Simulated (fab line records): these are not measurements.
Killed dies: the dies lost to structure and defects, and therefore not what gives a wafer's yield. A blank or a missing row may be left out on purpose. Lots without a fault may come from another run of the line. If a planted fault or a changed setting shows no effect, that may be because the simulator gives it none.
Which tool did it? | flow rit cmos | Sampling: 14 lots, 42 wafers, 6 of 202 route steps

WHAT THE GAUGES SHOWED, per wafer
RIT_NWELL_TW_MEAS_10.
lot  | measured    | on            | NWELL_TW
L890 | day 1 23:09 | film metro-03 | 2120 2121 2121
L891 | day 2 03:38 | film metro-01 | 2154 2156 2149
L894 | day 2 19:49 | film metro-02 | 2124 2125 2110
L895 | day 3 04:08 | film metro-02 | 2122 2122 2105
L896 | day 3 10:57 | film metro-02 | 2107 2109 2135
L898 | day 3 19:08 | film metro-01 | 2148 2158 2158
L899 | day 3 20:46 | film metro-03 | 2136 2127 2136
L900 | day 4 00:20 | film metro-03 | 2146 2139 2137
L901 | day 4 09:37 | film metro-02 | 2119 2115 2119
L908 | day 5 16:17 | film metro-02 | 2140 2133 2132
L909 | day 5 23:49 | film metro-01 | 2157 2155 2160
L910 | day 6 03:39 | film metro-02 | 2147 2135 2137
L911 | day 6 07:53 | film metro-02 | 2131 2151 2133
L912 | day 6 12:43 | film metro-02 | 2139 2125 2122

RIT_PWELL_TW_MEAS_10.
lot  | measured    | on            | PWELL_TW
L890 | day 2 00:42 | film metro-02 | 945 938 944
L891 | day 2 05:24 | film metro-03 | 947 941 944
L894 | day 2 21:22 | film metro-03 | 941 943 946
L895 | day 3 05:41 | film metro-03 | 955 945 946
L896 | day 3 12:30 | film metro-03 | 949 950 955
L898 | day 3 20:47 | film metro-01 | 964 963 966
L899 | day 3 22:26 | film metro-02 | 946 946 943
L900 | day 4 01:53 | film metro-01 | 965 956 953
L901 | day 4 11:17 | film metro-03 | 959 953 960
L908 | day 5 17:57 | film metro-02 | 947 950 950
L909 | day 6 01:29 | film metro-02 | 921 916 913
L910 | day 6 05:20 | film metro-03 | 927 916 919
L911 | day 6 09:26 | film metro-03 | 951 949 955
L912 | day 6 14:16 | film metro-01 | 958 958 960

RIT_WELLDRIVE_RS_MEAS_02: measurement is done with a four-point probe.
lot  | measured    | on            | PWELL_RS (ohm/sq)
L890 | day 2 05:58 | film metro-01 | 430.6 430.6 429.4
L891 | day 2 11:02 | film metro-01 | 429.3 430.0 430.6
L894 | day 3 08:29 | film metro-01 | 430.0 431.3 430.4
L895 | day 3 13:34 | film metro-02 | 430.1 428.5 428.7
L896 | day 3 19:59 | film metro-01 | 429.6 428.6 429.4
L898 | day 4 02:02 | film metro-03 | 431.3 431.5 430.0
L899 | day 4 07:07 | film metro-01 | 429.3 430.2 430.4
L900 | day 4 07:11 | film metro-03 | 431.3 431.6 431.0
L901 | day 4 17:52 | film metro-03 | 430.7 428.4 428.9
L908 | day 5 23:13 | film metro-03 | 430.8 429.3 430.4
L909 | day 6 06:49 | film metro-03 | 462.5 463.3 464.2
L910 | day 6 10:37 | film metro-01 | 462.5 462.3 463.5
L911 | day 6 14:49 | film metro-02 | 430.3 430.4 429.5
L912 | day 6 19:33 | film metro-02 | 429.1 429.9 428.5

RIT_PLDD_OVL_MEAS_06.
lot  | measured    | on         | PLDD_OVL (nm)
L890 | day 3 03:02 | overlay-02 | -0.8 -0.1 1.3
L891 | day 3 03:18 | overlay-01 | 1.0 1.3 1.7
L894 | day 4 02:52 | overlay-02 | 0.6 -1.2 -0.7
L895 | day 4 08:50 | overlay-01 | -1.7 -1.2 -1.6
L896 | day 4 15:01 | overlay-01 | -3.3 -4.7 -4.8
L898 | day 4 17:37 | overlay-02 | -0.3 -1.7 -2.5
L899 | day 4 22:53 | overlay-02 | 2.5 0.8 -1.2
L900 | day 5 03:02 | overlay-02 | -1.3 -1.1 -1.4
L901 | day 5 09:47 | overlay-01 | -1.5 -0.4 -0.9
L908 | day 6 14:23 | overlay-01 | -1.7 -1.3 -2.0
L909 | day 6 22:37 | overlay-01 | -0.5 -3.2 -0.5
L910 | day 7 04:37 | overlay-01 | 2.9 2.0 -0.3
L911 | day 7 08:14 | overlay-01 | 0.2 -0.5 0.5
L912 | day 7 17:58 | overlay-01 | -0.1 -1.3 -1.2

RIT_SILICIDE_THK_MEAS_03: measures by xrf.
lot  | measured    | on            | SILICIDE_TI_THK (nm)
L890 | day 3 10:25 | film metro-02 | 30.2 30.2 30.1
L891 | day 3 11:29 | film metro-04 | 30.3 30.3 30.4
L894 | day 4 10:17 | film metro-02 | 30.4 30.0 29.8
L895 | day 4 16:18 | film metro-01 | 30.8 30.6 30.4
L896 | day 4 23:17 | film metro-04 | 30.0 30.5 30.4
L898 | day 5 01:05 | film metro-02 | 30.6 30.4 30.4
L899 | day 5 06:32 | film metro-01 | 30.7 30.4 30.4
L900 | day 5 10:32 | film metro-02 | 30.4 30.5 30.3
L901 | day 5 17:03 | film metro-02 | 29.4 29.7 30.0
L908 | day 6 21:30 | film metro-01 | 30.7 30.8 31.2
L909 | day 7 12:05 | film metro-02 | 30.5 30.5 30.5
L910 | day 7 12:25 | film metro-04 | 29.9 30.1 29.8
L911 | day 7 15:31 | film metro-04 | 30.6 30.7 30.5
L912 | day 8 01:47 | film metro-02 | 30.4 30.0 30.1

EACH LOT AND THE TOOL THAT RAN IT (in order: tool; ch and the chambers of the sampled wafers; start)
lot  | RIT_PWELL_IMPLANT_08
L890 | implanter-04 ch 0, day 2 00:23
L891 | implanter-03 ch 0, day 2 05:04
L894 | implanter-04 ch 0, day 2 21:02
L895 | implanter-04 ch 0, day 3 05:22
L896 | implanter-03 ch 0, day 3 12:11
L898 | implanter-03 ch 0, day 3 20:27
L899 | implanter-04 ch 0, day 3 22:07
L900 | implanter-04 ch 0, day 4 01:36
L901 | implanter-01 ch 0, day 4 10:58
L908 | implanter-03 ch 0, day 5 17:38
L909 | implanter-04 ch 0, day 6 01:10
L910 | implanter-04 ch 0, day 6 05:01
L911 | implanter-01 ch 0, day 6 09:06
L912 | implanter-03 ch 0, day 6 13:59
- RIT_PWELL_IMPLANT_08

AS READ BY THE TOOLS THEMSELVES (means over the sampled wafers that have a number; for cases with no such wafer, the mark the record gives instead)
RIT_PWELL_IMPLANT_08.
lot  | tool         | beam on s (s) | faraday current uA
L890 | implanter-04 | 9.77          | 227
L891 | implanter-03 | 9.94          | 224
L894 | implanter-04 | 9.99          | 223
L895 | implanter-04 | 10.05         | 221
L896 | implanter-03 | 9.96          | 223
L898 | implanter-03 | 9.90          | 225
L899 | implanter-04 | 9.97          | 223
L900 | implanter-04 | 10.02         | 222
L901 | implanter-01 | 10.09         | 221
L908 | implanter-03 | 9.95          | 223
L909 | implanter-04 | 8.91          | 250
L910 | implanter-04 | 8.88          | 250
L911 | implanter-01 | 9.96          | 222
L912 | implanter-03 | 10.02         | 221

THE ANSWER, worked out from the rows above alone
Rule: usual is defined by the lots themselves. The widest of any qualifying gaps counts: lots, ordered by their means at a reading, are off when they make up no more than a third of the lots, leave a main group of 4 or more, and stand apart from it by 3 or more times the standard deviation of that group's means. The tables above print the reading to a certain number of digits; a main group whose means all agree to those digits is not used. Also off: a lot with no number at a reading for which 4 or more lots have one. Where the step has rows for the other lots, those lots are counted as sound. After the gauges, taken in route order, come the tools' own readings; for these a lot's mean is taken, as printed above. At the first step where some lot is off, the reading lying furthest off is the one used; lots without a number count as furthest.
Off: L909, L910, at RIT_PWELL_TW_MEAS_10 (PWELL_TW). Main group: mean 951, sd 6.8.
A tool fits if, at a process step before that reading, it ran every lot that is off, and no sound lot after the first of them. Not tried: the gauges at RIT_PWELL_TW_MEAS_10; whatever is off there is also off at RIT_PWELL_IMPLANT_08, on other tools, and gauge error can't account for it. One fits: RIT_PWELL_IMPLANT_08 on implanter-04. A fault onset in the window from L900 (day 4 01:36, its last sound lot) to L909 (day 6 01:10, its first lot off) fits.
The tool's own readings at RIT_PWELL_IMPLANT_08 bear it out: on the lots that are off they differ by more than 5 times the standard deviation of the sound lots' means. beam on s reads 8.89 s there against 9.97 s on the sound lots; faraday current uA reads 250 there against 223 on the sound lots.

WHAT THE SIMULATOR PUT IN
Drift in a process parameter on implanter-04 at RIT_PWELL_IMPLANT_08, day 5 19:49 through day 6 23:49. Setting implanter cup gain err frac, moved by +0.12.
Lots struck among those shown: L909, L910. Same finding as the rule above.
